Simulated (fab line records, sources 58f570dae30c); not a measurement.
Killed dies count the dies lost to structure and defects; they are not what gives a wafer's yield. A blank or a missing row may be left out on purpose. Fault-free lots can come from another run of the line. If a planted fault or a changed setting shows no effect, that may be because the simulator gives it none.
fab line records ; flow berkeley_cmos170
[record] lots = 14; wafers = 42; last_day = 11
route steps=331 shown GATE@142 PLDD@155 NLDD@162 SPACER@171
lots with no fault: from the same line, run without faults
start_h: hours from the record's first day to the start of the lot's first wafer shown ; wait_h: time in hours since the lot's previous step ; " the same as in the row above ; L1.1+2: a single row standing in for several wafers ; - no value, or no start was given ; * or withheld: withheld ; < > ~ a bound
route shown NAME@n: names a module that has steps shown in the file, with the first one's number in the route ; usual: mean/standard deviation taken from wafers without a fault ; same: alike in all rows ; chamber/n: place in a boat ; sites: the reading at each site ; _std_site: the values' standard deviation ; _edge_site: the outer-site mean with the inner-site mean subtracted ; radius_mm: how far each site lies from the wafer's centre ; mask NAME#n: copy n ; behind: tool/chamber where the wafer was last shaped ; hold: why the lot went on hold/how many hours it stayed there/how the hold came to an end ; device: which transistor (n, p or np) failed to switch ; end of line: the route-end tests of the same wafers ; a step given without rows: its recipe and nothing more ; killed: not the wafer's yield, but the dies lost to structure and defects at the first sort ; map: dies across one wafer; x = killed, . = not, _ = none there
set.NAME: the setting as run; set.NAME@STEP: as run at that earlier step ; model.NAME: the simulator's own value behind a step, which no gauge read
a sample of lots followed through the steps of the route, with each step as a table and each wafer as a row
services: a tool's chamber out of use, with start hour (start_h, from the record's first day; less than 0 if before it), hours out, and reason
[[steps]]
[step UCB170_GATE_STRIP_16]
[recipe] chemistry = O2; power_w = 400; pressure_mtorr = 3500; platen_temp_c = withheld; o2_flow_sccm = 400; overash_fraction = 0.5
[usual] drypump_motor_current_A = 5.8/0.36; oes_product_au = 0.725/0.0041
lot.wafer;tool;chamber;start_h;wait_h;drypump_motor_current_A;oes_product_au;rf_hours_counter_h
L681.1;plasma_asher-04;1;129.93;0.0;5.4;0.726;35
L681.4;plasma_asher-04;0;129.93;0.0;5.3;0.717;-
L681.5;plasma_asher-04;0;129.93;0.0;5.3;0.723;-
L680.1;plasma_asher-02;0;130.18;0.0;6.1;0.722;41
L680.3;plasma_asher-02;1;130.18;0.0;5.8;0.732;-
L680.5;plasma_asher-02;1;130.18;0.0;5.8;0.728;-
L682.2;plasma_asher-04;1;140.75;0.0;5.4;0.734;36
L682.5;plasma_asher-04;0;140.75;0.0;5.3;0.723;-
L682.6;plasma_asher-04;1;140.75;0.0;5.4;0.728;-
L684.3;plasma_asher-03;0;151.26;0.1;6.2;0.727;-
L684.5;plasma_asher-03;0;151.26;0.1;6.2;0.720;-
L684.6;plasma_asher-03;1;151.26;0.1;6.1;0.728;-
L683.1;plasma_asher-02;1;151.50;0.0;5.8;0.723;43
L683.4;plasma_asher-02;0;151.50;0.0;6.2;0.723;-
L683.5;plasma_asher-02;1;151.50;0.0;5.8;0.730;-
L687.2;plasma_asher-03;0;169.11;0.0;6.2;0.724;6
L687.3;plasma_asher-03;1;169.11;0.0;6.0;0.723;-
L687.5;plasma_asher-03;1;169.11;0.0;6.0;0.717;-
L690.1;plasma_asher-02;0;172.71;0.0;6.2;0.733;45
L690.3;plasma_asher-02;1;172.71;0.0;5.8;0.724;-
L690.6;plasma_asher-02;0;172.71;0.0;6.1;0.721;-
L689.1;plasma_asher-02;0;173.44;0.0;6.1;0.730;45
L689.5;plasma_asher-02;1;173.44;0.0;5.8;0.719;-
L689.6;plasma_asher-02;0;173.44;0.0;6.1;0.726;-
L694.1;plasma_asher-02;1;194.90;0.0;5.8;0.723;48
L694.4;plasma_asher-02;0;194.90;0.0;6.1;0.721;-
L694.5;plasma_asher-02;1;194.90;0.0;5.8;0.724;-
L693.1;plasma_asher-04;1;195.18;0.0;5.4;0.725;43
L693.4;plasma_asher-04;0;195.18;0.0;5.3;0.726;-
L693.5;plasma_asher-04;1;195.18;0.0;5.4;0.726;-
L697.2;plasma_asher-02;1;210.65;0.0;5.8;0.726;50
L697.4;plasma_asher-02;1;210.65;0.0;5.8;0.721;-
L697.6;plasma_asher-02;1;210.65;0.0;5.8;0.718;-
L701.1;plasma_asher-04;0;229.05;0.0;5.3;0.726;46
L701.3;plasma_asher-04;1;229.05;0.0;5.4;0.727;-
L701.5;plasma_asher-04;1;229.05;0.0;5.4;0.722;-
L703.2;plasma_asher-03;0;229.76;0.0;6.2;0.718;12
L703.3;plasma_asher-03;1;229.76;0.0;6.1;0.721;-
L703.4;plasma_asher-03;0;229.76;0.0;6.3;0.725;-
L700.1;plasma_asher-02;0;230.04;0.0;6.1;0.726;52
L700.2;plasma_asher-02;1;230.04;0.0;5.8;0.727;52
L700.4;plasma_asher-02;1;230.04;0.0;5.8;0.726;-
[step UCB170_PLDD_STRIP_10]
[recipe] chemistry = O2; power_w = 400; pressure_mtorr = 3500; platen_temp_c = withheld; o2_flow_sccm = 400; overash_fraction = 0.5
[usual] drypump_motor_current_A = 5.7/0.4; oes_product_au = 0.735/0.0044; strip_time_to_endpoint_s = 21.62/0.064
lot.wafer;tool;chamber;start_h;wait_h;drypump_motor_current_A;oes_product_au;rf_hours_counter_h;strip_time_to_endpoint_s
L681.1;plasma_asher-04;0;132.51;0.1;5.3;0.733;36;21.67
L681.4;plasma_asher-04;1;132.51;0.1;5.4;0.731;-;21.63
L681.5;plasma_asher-04;0;132.51;0.1;5.3;0.729;-;21.67
L680.1;plasma_asher-03;0;132.59;0.1;6.2;0.740;2;21.59
L680.3;plasma_asher-03;0;132.59;0.1;6.2;0.732;-;21.57
L680.5;plasma_asher-03;1;132.59;0.1;6.1;0.734;-;21.50
L682.2;plasma_asher-04;0;142.66;0.1;5.3;0.734;37;21.60
L682.5;plasma_asher-04;0;142.66;0.1;5.2;0.735;-;21.53
L682.6;plasma_asher-04;1;142.66;0.1;5.4;0.740;-;21.56
L684.3;plasma_asher-03;1;153.85;0.1;6.0;0.738;-;21.59
L684.5;plasma_asher-03;0;153.85;0.1;6.2;0.729;-;21.61
L684.6;plasma_asher-03;1;153.85;0.1;6.0;0.733;-;21.59
L683.1;plasma_asher-01;0;154.28;0.1;6.3;0.731;46;21.70
L683.4;plasma_asher-01;0;154.28;0.1;6.3;0.730;-;21.70
L683.5;plasma_asher-01;1;154.28;0.1;5.8;0.733;-;21.64
L687.2;plasma_asher-04;1;171.35;0.1;5.4;0.739;40;21.60
L687.3;plasma_asher-04;1;171.35;0.1;5.4;0.732;-;21.59
L687.5;plasma_asher-04;1;171.35;0.1;5.4;0.736;-;21.62
L690.1;plasma_asher-04;1;174.88;0.1;5.4;0.732;40;21.57
L690.3;plasma_asher-04;1;174.88;0.1;5.4;0.734;-;21.63
L690.6;plasma_asher-04;1;174.88;0.1;5.4;0.735;-;21.49
L689.1;plasma_asher-04;0;175.45;0.1;5.3;0.732;40;21.67
L689.5;plasma_asher-04;0;175.45;0.1;5.3;0.732;-;21.70
L689.6;plasma_asher-04;1;175.45;0.1;5.4;0.730;-;21.70
L694.1;plasma_asher-01;0;196.72;0.1;6.3;0.730;51;21.51
L694.4;plasma_asher-01;0;196.72;0.1;6.3;0.731;-;21.62
L694.5;plasma_asher-01;0;196.72;0.1;6.3;0.728;-;21.57
L693.1;plasma_asher-04;1;197.02;0.1;5.4;0.732;43;21.66
L693.4;plasma_asher-04;1;197.02;0.1;5.4;0.733;-;21.62
L693.5;plasma_asher-04;1;197.02;0.1;5.4;0.730;-;21.63
L697.2;plasma_asher-01;0;213.86;0.1;6.3;0.736;53;21.61
L697.4;plasma_asher-01;1;213.86;0.1;5.8;0.731;-;21.68
L697.6;plasma_asher-01;1;213.86;0.1;5.8;0.739;-;21.60
L701.1;plasma_asher-04;1;231.88;0.1;5.4;0.733;47;21.72
L701.3;plasma_asher-04;0;231.88;0.1;5.3;0.736;-;21.66
L701.5;plasma_asher-04;1;231.88;0.1;5.4;0.742;-;21.71
L703.2;plasma_asher-01;1;232.43;0.1;5.8;0.739;55;21.57
L703.3;plasma_asher-01;0;232.43;0.1;6.3;0.741;-;21.56
L703.4;plasma_asher-01;1;232.43;0.1;5.8;0.734;-;21.63
L700.1;plasma_asher-03;0;232.76;0.1;6.2;0.737;13;21.71
L700.2;plasma_asher-03;1;232.76;0.1;6.1;0.727;13;21.74
L700.4;plasma_asher-03;1;232.76;0.1;6.1;0.731;-;21.71
[step UCB170_NLDD_PEB_04]
[recipe] peb_temp_c = 130; peb_time_s = withheld; resist = KrF
[usual] chill_plate_temp_C = 23.01/0.11; exhaust_pa = 45.1/0.92
lot.wafer;tool;chamber;start_h;wait_h;chill_plate_temp_C;exhaust_pa
L680.1;litho_track-03;0;133.88;0.1;23.02;43.9
L680.3;litho_track-03;0;133.88;0.1;22.97;44.4
L680.5;litho_track-03;0;133.88;0.1;22.93;44.5
L681.1;litho_track-01;0;133.88;0.2;23.10;47.6
L681.4;litho_track-01;0;133.88;0.2;23.32;45.4
L681.5;litho_track-01;0;133.88;0.2;23.09;45.8
L682.2;litho_track-01;0;143.72;0.1;22.84;45.4
L682.5;litho_track-01;0;143.72;0.1;22.97;44.8
L682.6;litho_track-01;0;143.72;0.1;22.85;45.9
L684.3;litho_track-04;0;155.83;0.4;22.89;43.5
L684.5;litho_track-04;0;155.83;0.4;22.87;44.6
L684.6;litho_track-04;0;155.83;0.4;22.90;45.3
L683.1;litho_track-04;0;156.06;0.5;23.01;43.7
L683.4;litho_track-04;0;156.06;0.5;23.10;43.6
L683.5;litho_track-04;0;156.06;0.5;23.03;43.8
L687.2;litho_track-03;0;172.63;0.4;22.84;45.2
L687.3;litho_track-03;0;172.63;0.4;22.85;46.4
L687.5;litho_track-03;0;172.63;0.4;22.93;45.0
L690.1;litho_track-04;0;175.91;0.1;22.93;45.5
L690.3;litho_track-04;0;175.91;0.1;23.00;45.1
L690.6;litho_track-04;0;175.91;0.1;23.01;45.6
L689.1;litho_track-01;0;176.36;0.1;22.98;45.4
L689.5;litho_track-01;0;176.36;0.1;22.98;46.5
L689.6;litho_track-01;0;176.36;0.1;22.95;45.2
L694.1;litho_track-01;0;197.73;0.2;23.04;44.2
L694.4;litho_track-01;0;197.73;0.2;23.12;44.0
L694.5;litho_track-01;0;197.73;0.2;22.99;44.8
L693.1;litho_track-01;0;198.20;0.1;23.01;43.9
L693.4;litho_track-01;0;198.20;0.1;22.86;43.9
L693.5;litho_track-01;0;198.20;0.1;22.95;44.6
L697.2;litho_track-01;-;217;-;-;-
L697.4;litho_track-01;-;217;-;-;-
L697.6;litho_track-01;-;217;-;-;-
L701.1;litho_track-04;-;234;-;-;-
L701.3;litho_track-04;-;234;-;-;-
L701.5;litho_track-04;-;234;-;-;-
L703.2;litho_track-04;0;235;-;22.97;44.5
L703.3;litho_track-04;0;235;-;22.98;44.0
L703.4;litho_track-04;0;235;-;23.07;44.6
L700.1;litho_track-03;0;235.49;1.0;23.05;44.7
L700.2;litho_track-03;0;235.49;1.0;23.22;45.1
L700.4;litho_track-03;0;235.49;1.0;23.06;44.5
[step UCB170_SPACER_CVD_00]
[recipe] material = SiO2; target_thk_nm = 376; temp_c = 390; precursor = TEOS/O2; time_s = 47; rf_w = 550; pressure_mtorr = 9000
[usual] heater_power_w = 274/47; pressure_mtorr = 9001/19
lot.wafer;tool;chamber;start_h;wait_h;heater_power_w;pressure_mtorr
L680.1;pecvd-01;2;135.32;0.0;266;9015
L680.3;pecvd-01;0;135.32;0.0;258;9007
L680.5;pecvd-01;0;135.32;0.0;267;8989
L681.1;pecvd-02;0;135.32;0.0;353;9002
L681.4;pecvd-02;2;135.32;0.0;253;8994
L681.5;pecvd-02;0;135.32;0.0;359;8998
L682.2;pecvd-04;2;144.76;0.0;315;9004
L682.5;pecvd-04;0;144.76;0.0;211;9009
L682.6;pecvd-04;2;144.76;0.0;222;9021
L684.3;pecvd-02;2;156.85;0.0;196;9024
L684.5;pecvd-02;2;156.85;0.0;216;8992
L684.6;pecvd-02;0;156.85;0.0;343;8998
L683.1;pecvd-01;1;157.12;0.0;320;9024
L683.4;pecvd-01;2;157.12;0.0;236;9008
L683.5;pecvd-01;1;157.12;0.0;223;9019
L687.2;pecvd-01;0;173.67;0.0;271;8990
L687.3;pecvd-01;1;173.67;0.0;300;8996
L687.5;pecvd-01;2;173.67;0.0;326;8990
L690.1;pecvd-04;2;176.97;0.0;313;9018
L690.3;pecvd-04;0;176.97;0.0;194;8989
L690.6;pecvd-04;2;176.97;0.0;305;9013
L689.1;pecvd-01;1;177.42;0.0;284;8989
L689.5;pecvd-01;0;177.42;0.0;248;9014
L689.6;pecvd-01;1;177.42;0.0;292;9034
L694.1;pecvd-04;0;198.80;0.0;228;8994
L694.4;pecvd-04;1;198.80;0.0;329;8977
L694.5;pecvd-04;0;198.80;0.0;252;9000
L693.1;pecvd-01;1;199.26;0.0;288;9010
L693.4;pecvd-01;1;199.26;0.0;281;9007
L693.5;pecvd-01;2;199.26;0.0;314;8993
L697.2;pecvd-02;2;218.67;0.0;223;9009
L697.4;pecvd-02;0;218.67;0.0;353;8993
L697.6;pecvd-02;1;218.67;0.0;252;9005
L701.1;pecvd-04;0;235.68;0.0;210;9013
L701.3;pecvd-04;1;235.68;0.0;320;8982
L701.5;pecvd-04;1;235.68;0.0;337;8975
L703.2;pecvd-02;2;236.23;0.0;259;8995
L703.3;pecvd-02;0;236.23;0.0;336;9024
L703.4;pecvd-02;1;236.23;0.0;235;9025
L700.1;pecvd-04;1;236.64;0.0;349;9024
L700.2;pecvd-04;2;236.64;0.0;304;8988
L700.4;pecvd-04;2;236.64;0.0;318;8978
[[services]]
tool;chamber;start_h;hours;kind
plasma_asher-03;-;108.75;9.0;pm
plasma_asher-03;0;108.75;9.0;vent_cycle
plasma_asher-03;1;108.75;9.0;vent_cycle
plasma_asher-02;-;110.97;6.7;repair
pecvd-01;1;112.38;3.9;repair
plasma_asher-01;-;114.66;22.8;repair
plasma_asher-03;0;117.75;-;clean
plasma_asher-03;1;117.75;-;clean
pecvd-02;-;176.46;5.5;pm
pecvd-04;2;188.61;14.3;repair
pecvd-04;-;192.79;1.0;repair
plasma_asher-01;-;235.89;4.4;repair
[[key]]
[first_sign] step = UCB170_NLDD_PEB_04; reading = tool_record; direction = missing
effect none on later readings
met_at UCB170_NLDD_PEB_04
struck_lots L697,L701
sort_left_out L697.2,L697.4,L697.6,L701.1,L701.3,L701.5
tester_left_out L697,L701
not_acting_at UCB170_GATE_STRIP_16,UCB170_PLDD_STRIP_10,UCB170_SPACER_CVD_00
[fault] kind = skipped_step_whole; tool = litho_track-01,litho_track-04; chamber = -; onset_h = 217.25; steps = UCB170_NLDD_PEB_04; scope = struck_lots_only
// tester_left_out: of these lots the tester's yield and bins aren't shown, on N5 and GAA mostly nor the transistor test; their killed dies are dies lost to structure and defects alone, not to doping, threshold or leakage, so they don't give the yield
// sort_left_out: the simulated sort isn't trusted on such a fault, so these wafers' sort isn't shown, and their yield isn't known
